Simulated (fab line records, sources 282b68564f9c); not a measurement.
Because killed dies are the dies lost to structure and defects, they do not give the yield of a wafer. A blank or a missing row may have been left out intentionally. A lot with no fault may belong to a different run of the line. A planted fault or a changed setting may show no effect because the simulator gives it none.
A lot that was struck, set against a sound lot    flow rit-cmos    18 out of 202 route steps
Sound: wafers L942.1, L942.2, L942.5. Struck: wafers L949.4, L949.6. (L949.5 of the same lot was not struck and is left out.) The cause comes at the end.
Order at every step that has rows: each side's tool, ch and its chambers, its first start. Under that, the readings that differ: sound wafers    struck wafers    difference of the means    sigmas: that difference in standard deviations of wafers without a fault.
alike: readings whose means differ by less than 2 such deviations, and words and numbers that are the same on both sides. not compared: withheld readings, readings that some wafer has no value for, bounds like >300 that may hide the same value, and numbers for which the record gives no deviation and whose values overlap.
A row with sigmas, a row that says differs or no value, or rows on one side alone: a step with any of these is where the two part. Numbers that don't overlap but have no deviation are shown without sigmas and don't part them. Lack of a reading on every wafer of one side parts them only where that side has two or more wafers.

RIT_M1_SPUTTER_00: material Al, target thk 400 nm, time 500 s.
  sound on pvd-sputter-01 at day 5 06:19; struck on pvd-sputter-02 at day 6 21:06
  alike: throttle-valve-pct
RIT_M1_RS_MEAS_01: a four-point-probe measurement.
  sound on film-metro-02 at day 5 06:37; struck on film-metro-01 at day 6 21:27
  alike: M1_AL_RS
RIT_M1_THK_MEAS_02: measures by xrf.
  sound on film-metro-02 at day 5 06:44; struck on film-metro-01 at day 6 21:32
  alike: M1_AL_THK
then, 6 steps without rows for these wafers: RIT_M1_HMDS_03 (prime time 60 s); RIT_M1_COAT_04 (resist thk 1300 nm); RIT_M1_SOFTBAKE_05 (time 60 s); RIT_M1_EXPOSE_06 (exposes mask M12, target cd 2600 nm); RIT_M1_PEB_07; RIT_M1_DEVELOP_08 (develop time 68 s).
RIT_M1_CD_MEAS_09: target cd 2600 nm.
  sound on cd-sem-02 at day 5 07:40; struck on cd-sem-02 at day 6 22:50
  alike: cd-nm
RIT_M1_OVL_MEAS_10:
  sound on overlay-02 at day 5 07:47; struck on overlay-01 at day 6 22:55
  alike: M1_OVL
then, 1 step without rows for these wafers: RIT_M1_HARDBAKE_11 (time 120 s).
RIT_M1_METAL_ETCH_12: etches Al in Cl2/BCl3, stops on SiO2, time 165 s, target depth 600 nm.
  sound on rie-metal-03 ch 0,1, day 5 08:04; struck on rie-metal-01 ch 1, day 6 23:14
reading                                  sound              struck       difference  sigmas
oes-product-au (a.u.)                    0.756 0.766 0.755  0.803 0.798  +0.041      +3
rf-fwd-power-W (W)                       248.2 248.6 248.2  348.9 348.5  +100.4      +99 or more
model.NOVOLAK_of_M1_COAT_04.thk-nm (nm)  803.2 826.4 799.4  690.6 686.8  -121.0      
model.M1.cd-nm (nm)                      2598 2600 2597     2577 2576    -22         
model.M1.feature-depth-nm (nm)           435 431 429.2      446.7 443.7  +13.5       
  alike: drypump-motor-current-A, throttle-valve-pct
  not compared: rf-hours-counter-h
then, 1 step without rows for these wafers: RIT_M1_STRIP_13 (strips in nmp, time 600 s).
RIT_M1_STRIP_14: strips in O2, time 180 s.
  sound on plasma-asher-01 ch 0,1, day 5 08:25; struck on plasma-asher-03 ch 0,1, day 6 23:35
  alike: drypump-motor-current-A
  not compared: rf-hours-counter-h
RIT_M1_CD_MEAS_90: target cd 2600 nm.
  sound on cd-sem-02 at day 5 08:35; struck on cd-sem-01 at day 6 23:45
reading     sound           struck     difference  sigmas
cd-nm (nm)  2598 2600 2597  2577 2576  -22         -7
then, 1 step without rows for these wafers: RIT_M1_ANNEAL_15 (time 1767 s).
RIT_M1_PROBE_99:
  sound on prober-02 at day 5 10:19; struck on prober-01 at day 7 02:22
reading                                  sound                       struck             difference  sigmas
model.etest.m1.width-nm (nm)             2594 2600 2595              2579 2579          -17         
model.etest.antenna-m1.gate-log10-a-cm2  -6.074 -6.392 -6.113        -4.627 -5.372      +1.194      
model.etest.antenna-m1.vt-shift-v (V)    -0.01328 -0.01248 -0.01054  -0.05128 -0.04878  -0.03793    
  alike: defect-limited-yield, killed-at-contacts, killed-at-front-end, killed-dies, killed-open, killed-short, sort_bin_3_pad_short, sort_bin_5_function, sort_bin_6_memory, sort-n-pass, sort-yield-pct

## WHERE THEY PART
At RIT_M1_METAL_ETCH_12 first; at RIT_M1_CD_MEAS_90 last (within this record only). Later steps at which nothing parts them and some readings are alike: RIT_M1_PROBE_99.

WHY: whatever the simulator had introduced
rie-metal-01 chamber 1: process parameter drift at RIT_M1_METAL_ETCH_12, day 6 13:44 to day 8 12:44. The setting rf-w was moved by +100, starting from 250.
